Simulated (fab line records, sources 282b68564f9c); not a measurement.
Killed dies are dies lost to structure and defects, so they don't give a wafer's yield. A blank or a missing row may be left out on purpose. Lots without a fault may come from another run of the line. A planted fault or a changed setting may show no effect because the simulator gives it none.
Problem report in the 8D (eight disciplines) form, filled by code | flow rit_cmos | the parts of the form that need people (team, actions taken, sign-off) are left out

1. THE PROBLEM
GATE_POLY_THK at RIT_GATE_THK_MEAS_09 reads a mean of 23.3 nm on 3 wafers of 1 lot; wafers without a fault read 252.6 nm with a standard deviation of 2.5. That is -92 standard deviations from the usual mean.
First seen on wafer L627.2, day 5 19:14, on film_metro-02. The record holds 39 wafers of 13 lots with a number at this step. Rule for "out", or "out of limits": more than 4 standard deviations from the usual mean. The other wafers with a number count as sound.

2. WHAT IT IS AND WHAT IT IS NOT
question                    | is                     | is not
which readings at this step | GATE_POLY_THK          | -
which lots                  | L627                   | L612, L613, L614, L616, L617, L618, L622, L624, L631, L632, L633, L635
which wafers of those lots  | all that have a number | -
read on which gauges        | film_metro-02          | film_metro-01, film_metro-04
when                        | from day 5 19:14       | up to then (24 sound wafers); but 12 sound wafers of L631, L632, L633, L635 came after

3. SUSPECTS, AND WHAT RULES EACH OUT
Counting: a tool at a process step up to the reading stays a suspect if it ran every lot that is out and no sound lot after the first of them.
- the gauge at RIT_GATE_THK_MEAS_09: ruled out. All the wafers that are out were read on film_metro-02, but those of them that RIT_GATE_CVD_08 has rows for are out there too, on other tools.
- lpcvd-01 at RIT_GATE_CVD_08 (deposits poly-Si from SiH4, target thk 250 nm, time 2220 s): kept. It ran the lot that is out, L627 (day 5 17:36), and no sound lot after that; its last sound lot up to then is L617 (day 3 19:40). Its own readings are out on those wafers: spike_tc_centre_C, spike_tc_load_C, spike_tc_source_C, susceptor_temp_C, zone_power_centre_pct, zone_power_source_pct.
Left after counting: lpcvd-01 at RIT_GATE_CVD_08.

4. THE CAUSE (what the simulator had put in)
Process parameter drift: lpcvd-01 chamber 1, from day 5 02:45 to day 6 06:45, at RIT_GATE_CVD_08. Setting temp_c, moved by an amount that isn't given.
Counting left only this tool.

5. THE CHAIN OF EFFECTS, in route order
Each row: a reading whose mean over the struck wafers that have a number lies more than 3 standard deviations from the usual. Only readings for which the record gives a usual standard deviation are gone through. hours: the time from each lot's start at the first step in this table that gives one to its start at this step, as a median over the lots. sigmas: the change in usual standard deviations.
hours | step                 | reading               | usual      | on struck wafers | change | sigmas
0     | RIT_GATE_CVD_08      | spike_tc_centre_C     | 612.6 C    | 521.6            | -91.0  | -83
0     | RIT_GATE_CVD_08      | spike_tc_load_C       | 632.5 C    | 537.9            | -94.6  | -43
0     | RIT_GATE_CVD_08      | spike_tc_source_C     | 628.4 C    | 540.2            | -88.2  | -44
0     | RIT_GATE_CVD_08      | susceptor_temp_C      | 610.0 C    | 520.0            | -90.0  | -99 or more
0     | RIT_GATE_CVD_08      | zone_power_centre_pct | 26.7 %     | 21.7             | -5.0   | -8.6
0     | RIT_GATE_CVD_08      | zone_power_source_pct | 10.3 %     | 6.8              | -3.5   | -4.4
2     | RIT_GATE_THK_MEAS_09 | GATE_POLY_THK         | 252.6 nm   | 23.3             | -229.3 | -92
3     | RIT_GATE_ETCH_19     | oes_product_au        | 0.849 a.u. | 0.301            | -0.548 | -42
24    | RIT_M1_PROBE_99      | killed_at_front_end   | 7          | 264              | +257   | +83
24    | RIT_M1_PROBE_99      | killed_dies           | 7          | 264              | +257   | +83
24    | RIT_M1_PROBE_99      | killed_on_rim         | 1.9        | 70.0             | +68.1  | +49
The process steps in it:
- RIT_GATE_CVD_08: deposits poly-Si from SiH4, target thk 250 nm, time 2220 s.
- RIT_GATE_ETCH_19: etches poly-Si in SF6/CHF3/O2, stops on SiO2, time 165 s, target depth 312.5 nm.
- RIT_M1_PROBE_99

6. WHAT WOULD HAVE CAUGHT IT SOONER
In this record the first reading out of limits at a measuring or inspecting step was taken at day 5 19:14, 16 hours after the fault began at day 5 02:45.
The tool's own readings at RIT_GATE_CVD_08 were out on every struck wafer that the step has a row for (spike_tc_centre_C, spike_tc_load_C, spike_tc_source_C, susceptor_temp_C, zone_power_centre_pct, zone_power_source_pct): an alarm limit on them would have fired on the first of those.
All the lots that are out (1) had begun RIT_GATE_CVD_08 on lpcvd-01 by day 5 19:14. A hold on the tool at that time would have spared none of them.
